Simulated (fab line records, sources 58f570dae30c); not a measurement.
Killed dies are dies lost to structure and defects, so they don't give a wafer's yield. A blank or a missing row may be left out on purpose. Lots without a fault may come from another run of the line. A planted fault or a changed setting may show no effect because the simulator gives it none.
Which tool did it? | flow berkeley_cmos170 | 14 lots, 42 wafers sampled, at 2 steps of a route of 331

WHAT THE GAUGES READ, wafer by wafer
UCB170_SPACER_THK_MEAS_01. Usual: SPACER_TEOS_THK 374 nm, standard deviation 5.1.
lot  | measured     | on            | SPACER_TEOS_THK (nm)    | flag
L425 | day 6 06:34  | film_metro-03 | 369 374 382             |
L427 | day 6 06:58  | film_metro-04 | 367 375 374             |
L426 | day 6 07:13  | film_metro-03 | 374 371 372             |
L434 | day 7 21:11  | film_metro-03 | 374 372 376             |
L433 | day 7 21:53  | film_metro-02 | 423 431 430 423 431 431 | OFF
L436 | day 8 05:43  | film_metro-04 | 388 381 374             |
L435 | day 8 06:11  | film_metro-02 | 426 426 433 426 426 433 | OFF
L438 | day 8 19:16  | film_metro-04 | 370 383 376             |
L439 | day 9 05:44  | film_metro-02 | 367 381 384             |
L442 | day 9 17:10  | film_metro-04 | 382 379 383             |
L441 | day 9 17:22  | film_metro-03 | 372 371 376             |
L444 | day 10 09:23 | film_metro-02 | 374 370 377             |
L445 | day 10 15:29 | film_metro-04 | 376 365 377             |
L447 | day 11 00:05 | film_metro-04 | 374 377 373             |

WHICH TOOL RAN EACH LOT (tool, then ch and the chambers of the sampled wafers, then the start)
lot  | UCB170_SPACER_CVD_00
L425 | pecvd-02 ch 0,1, day 6 06:31
L427 | pecvd-01 ch 0,2, day 6 06:55
L426 | pecvd-02 ch 0,1,2, day 6 07:09
L434 | pecvd-02 ch 1,2, day 7 21:06
L433 | pecvd-01 ch 0,2, day 7 21:49
L436 | pecvd-04 ch 0,1,2, day 8 05:40
L435 | pecvd-01 ch 0,1,2, day 8 06:08
L438 | pecvd-04 ch 0,1,2, day 8 19:13
L439 | pecvd-04 ch 0,2, day 9 05:41
L442 | pecvd-04 ch 0,1,2, day 9 17:07
L441 | pecvd-02 ch 0,2, day 9 17:18
L444 | pecvd-02 ch 1,2, day 10 09:20
L445 | pecvd-04 ch 0,2, day 10 15:27
L447 | pecvd-04 ch 0,1,2, day 11 00:01
- UCB170_SPACER_CVD_00: deposits SiO2 from TEOS/O2, target thk 376 nm, time 47 s.

WHAT THE TOOLS THEMSELVES READ (means of the sampled wafers that have a number; where no wafer has one, the mark that the record gives instead)
UCB170_SPACER_CVD_00. Usual: heater_power_w 257 W, standard deviation 51; pressure_mtorr 9002 mTorr, standard deviation 19.
lot  | tool     | heater_power_w (W) | pressure_mtorr (mTorr) | flag
L425 | pecvd-02 | 285                | 8999                   |
L427 | pecvd-01 | 216                | 9000                   |
L426 | pecvd-02 | 248                | 9015                   |
L434 | pecvd-02 | 257                | 8975                   |
L433 | pecvd-01 | 221                | 9000                   |
L436 | pecvd-04 | 302                | 8983                   |
L435 | pecvd-01 | 218                | 9017                   |
L438 | pecvd-04 | 267                | 9013                   |
L439 | pecvd-04 | 298                | 8993                   |
L442 | pecvd-04 | 290                | 8997                   |
L441 | pecvd-02 | 259                | 8995                   |
L444 | pecvd-02 | 207                | 9004                   |
L445 | pecvd-04 | 269                | 9000                   |
L447 | pecvd-04 | 254                | 9002                   |

THE ANSWER, worked out from the rows above alone
Rule: a lot is off if the mean of its wafers that have a number lies more than 3 standard deviations from the usual mean. A lot without any number at a reading at which 4 lots or more have one is off too. The other lots that the step has rows for count as sound. The gauges are gone through in route order, then the tools' own readings, and for those a lot's mean is taken as printed above. The first step at which some lot is off is used, and at that step the reading that is off furthest; a lot without a number counts as furthest.
Off: L433, L435, at UCB170_SPACER_THK_MEAS_01 (SPACER_TEOS_THK).
A tool fits if, at a process step before that reading, it ran every lot that is off, and no sound lot after the first of them. The gauges at UCB170_SPACER_THK_MEAS_01 are tried like those tools. One fits: pecvd-01 at UCB170_SPACER_CVD_00. Its last sound lot is L427 (day 6 06:55), its first lot that is off L433 (day 7 21:49): a fault that began between those two fits.

WHAT THE SIMULATOR HAD PUT IN
Process parameter drift: pecvd-01, from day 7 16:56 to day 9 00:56, at UCB170_SPACER_CVD_00. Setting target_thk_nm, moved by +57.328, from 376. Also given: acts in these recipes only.
Lots struck among those shown: L433, L435. The rule above found the same.
